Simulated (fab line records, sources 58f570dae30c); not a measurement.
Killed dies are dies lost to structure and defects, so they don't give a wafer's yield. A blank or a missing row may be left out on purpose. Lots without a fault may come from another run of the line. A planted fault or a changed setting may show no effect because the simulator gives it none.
Split-lot experiment | flow berkeley_cmos170 | 5 lots, 23 wafers read, on a route of 331 steps

THE SPLIT
At UCB170_M3_COAT_10 (resist thk 900 nm), the setting spin_rpm was moved away from the recipe's 1500 rpm on 11 of the 23 wafers read, by -5.5% to +5.5%. The other wafers ran this setting at the recipe's value.

The reading is taken at the split's own step.

THE READING
KrF_of_M3_COAT_10.thk_nm (the simulator's own value, which no gauge read), in nm, at UCB170_M3_COAT_10 (resist thk 900 nm). The file gives no usual value for it. The 12 wafers here that ran the recipe average 899.7 nm, standard deviation 2.4 nm.

wafer  | tool, chamber at the split | spin_rpm as run, rpm | against the recipe | KrF_of_M3_COAT_10.thk_nm, nm | against lot-mates on the recipe
L079.1 | litho_track-01, 0          | 1500                 | recipe             | 899.1                        | -
L079.3 | litho_track-01, 0          | 1500                 | recipe             | 901.8                        | -
L079.4 | litho_track-01, 0          | 1500                 | recipe             | 899.2                        | -
L078.1 | litho_track-02, 0          | 1500                 | recipe             | 899                          | -
L078.2 | litho_track-02, 0          | 1535                 | +2.3%              | 887.7                        | -10.1
L078.4 | litho_track-02, 0          | 1500                 | recipe             | 896.7                        | -
L078.5 | litho_track-02, 0          | 1535                 | +2.3%              | 887                          | -10.9
L078.6 | litho_track-02, 0          | 1535                 | +2.3%              | 887.6                        | -10.2
L081.1 | litho_track-04, 0          | 1500                 | recipe             | 898.1                        | -
L081.2 | litho_track-04, 0          | 1418                 | -5.5%              | 924.7                        | +26.0
L081.4 | litho_track-04, 0          | 1418                 | -5.5%              | 925.7                        | +27.0
L081.5 | litho_track-04, 0          | 1418                 | -5.5%              | 923.1                        | +24.4
L081.6 | litho_track-04, 0          | 1500                 | recipe             | 899.4                        | -
L083.1 | litho_track-04, 0          | 1582                 | +5.5%              | 877.3                        | -21.1
L083.2 | litho_track-04, 0          | 1582                 | +5.5%              | 874.7                        | -23.7
L083.3 | litho_track-04, 0          | 1500                 | recipe             | 897.9                        | -
L083.4 | litho_track-04, 0          | 1500                 | recipe             | 897.7                        | -
L083.6 | litho_track-04, 0          | 1500                 | recipe             | 899.7                        | -
L084.1 | litho_track-04, 0          | 1557                 | +3.8%              | 883.4                        | -20.5
L084.2 | litho_track-04, 0          | 1557                 | +3.8%              | 884.2                        | -19.7
L084.4 | litho_track-04, 0          | 1500                 | recipe             | 906.1                        | -
L084.5 | litho_track-04, 0          | 1557                 | +3.8%              | 885                          | -18.9
L084.6 | litho_track-04, 0          | 1500                 | recipe             | 901.7                        | -

THE FIT
A straight line over all 23 wafers: KrF_of_M3_COAT_10.thk_nm changes by -4.44 nm for each +1% of spin_rpm; r = -0.99; the points scatter about the line by 2.1 nm.
The same after taking each lot's own level away (the mean of its wafers on the recipe; 23 wafers): -4.62 nm for each +1%; r = -0.99; scatter 1.7 nm.
On that fit, the largest move of spin_rpm shifts the reading by 25 nm.
The lots' own levels span 897.85 to 903.90 nm, that is 2.5 times the standard deviation above.
So the lot-to-lot level changes the slope little: the two slopes agree.
Check: with one of the wafers moved furthest among these (-5.5%) left out of the fit, the line predicts +25.2 nm for it against its lot-mates. It came out at +26 nm against them.

OTHER SPLITS ON THESE WAFERS
These wafers also went through other splits before the reading. Each is held against what the fit with the lots' levels taken away leaves over:
other split on the same wafers    | wafers away from the commonest value | r with KrF_of_M3_COAT_10.thk_nm (lot level and that fit taken away)
UCB170_SILICIDE_SPUTTER_01 time_s | 8                                    | +0.07
UCB170_M1_EXPOSE_06 dose_mj       | 9                                    | +0.28
UCB170_V1_PEB_10 peb_temp_c       | 8                                    | +0.10

THE FILE'S OWN FIT
KrF_of_M3_COAT_10.thk_nm changes by -4.55 nm for each +1% of spin_rpm, r = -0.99.
